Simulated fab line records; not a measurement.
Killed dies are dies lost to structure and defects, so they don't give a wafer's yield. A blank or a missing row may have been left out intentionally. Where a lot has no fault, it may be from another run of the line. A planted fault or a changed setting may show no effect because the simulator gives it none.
A lot that was struck, set against a sound lot -- flow berkeleyCmos170 -- 14 out of 331 route steps
Sound: the wafers L747.3, L747.4, L747.6. Struck: wafers L758.3, L758.5, L758.6. The cause is given at the end.
At each step with rows: each side's tool, then ch and its chambers, then its first start. Under that, the readings that differ: sound wafers -- struck wafers -- difference of the means -- sigmas: that difference in standard deviations of wafers without a fault.
alike: words and numbers the same on both sides, and readings whose means are apart by under 2 such deviations; not compared: readings that were withheld, readings missing a value for some wafer, numbers with overlapping values and no deviation given by the record, and bounds like >300 which may hide the same value.
Wherever a step has rows on one side only, a row that says differs or no value, or a row with sigmas, the two part there. When numbers do not overlap yet have no deviation, they are printed without sigmas and do not part them. A reading that every wafer of one side lacks parts them only if that side has two wafers or more.

UCB170_SACOX_THK_MEAS_02:
  sound: filmMetro-01 at day 6 17:19; struck: filmMetro-01 at day 9 01:55
reading,sound,struck,difference,sigmas
SACOX_OXIDE_THK (nm),14.02 13.69 13.82,14.82 14.70 14.66,+0.88,+4
then, 2 steps without rows for these wafers: UCB170_SCREENOX_WET_ETCH_00 (etches SiO2 in dHF, time 200 s); UCB170_SCREENOX_OXIDATION_01 (target thk 14.4 nm, ox time 2400 s).
UCB170_SCREENOX_THK_MEAS_02:
  sound: filmMetro-04 at day 7 01:32; struck: filmMetro-02 at day 9 05:50
  alike: SCREENOX_OXIDE_THK
then, 7 steps without rows for these wafers: UCB170_SCREENOX_ANNEAL_03 (time 900 s); UCB170_NVT_HMDS_00 (prime time 60 s); UCB170_NVT_COAT_01 (resist thk 900 nm); UCB170_NVT_SOFTBAKE_02 (time 60 s); UCB170_NVT_EXPOSE_03 (exposes mask PWELL, target cd 3000 nm); UCB170_NVT_PEB_04; UCB170_NVT_DEVELOP_05 (develop time 45 s).
UCB170_NVT_OVL_MEAS_06:
  sound: overlay-02 at day 7 14:28; struck: overlay-02 at day 9 10:02
  alike: NVT_OVL
UCB170_NVT_IMPLANT_07:
  sound on implanter-02 ch 0, day 7 14:32; struck on implanter-02 ch 0, day 9 10:07
reading,sound,struck,difference,sigmas
beamEnergyKeV,49.975 49.990 49.997,51.663 51.657 51.700,+1.686,+99 or more
model.implant.rpNm (nm),37.08 37.08 37.08,36.36 36.36 36.36,-0.72,
model.implant.drpNm (nm),18.57 18.57 18.57,19.01 19.01 19.01,+0.44,
UCB170_NVT_STRIP_08: strips in O2.
  sound on plasmaAsher-03 ch 0,1, day 7 14:40; struck on plasmaAsher-02 ch 0,1, day 9 10:15
  alike: drypumpMotorCurrentA, oesProductAu, stripTimeToEndpointS
  not compared: rfHoursCounterH

WHERE THEY PART
Last at UCB170_NVT_IMPLANT_07 as far as this record goes, first at UCB170_SACOX_THK_MEAS_02. Later steps at which nothing parts them and some readings are alike: UCB170_NVT_STRIP_08.

WHY: the cause the simulator had injected
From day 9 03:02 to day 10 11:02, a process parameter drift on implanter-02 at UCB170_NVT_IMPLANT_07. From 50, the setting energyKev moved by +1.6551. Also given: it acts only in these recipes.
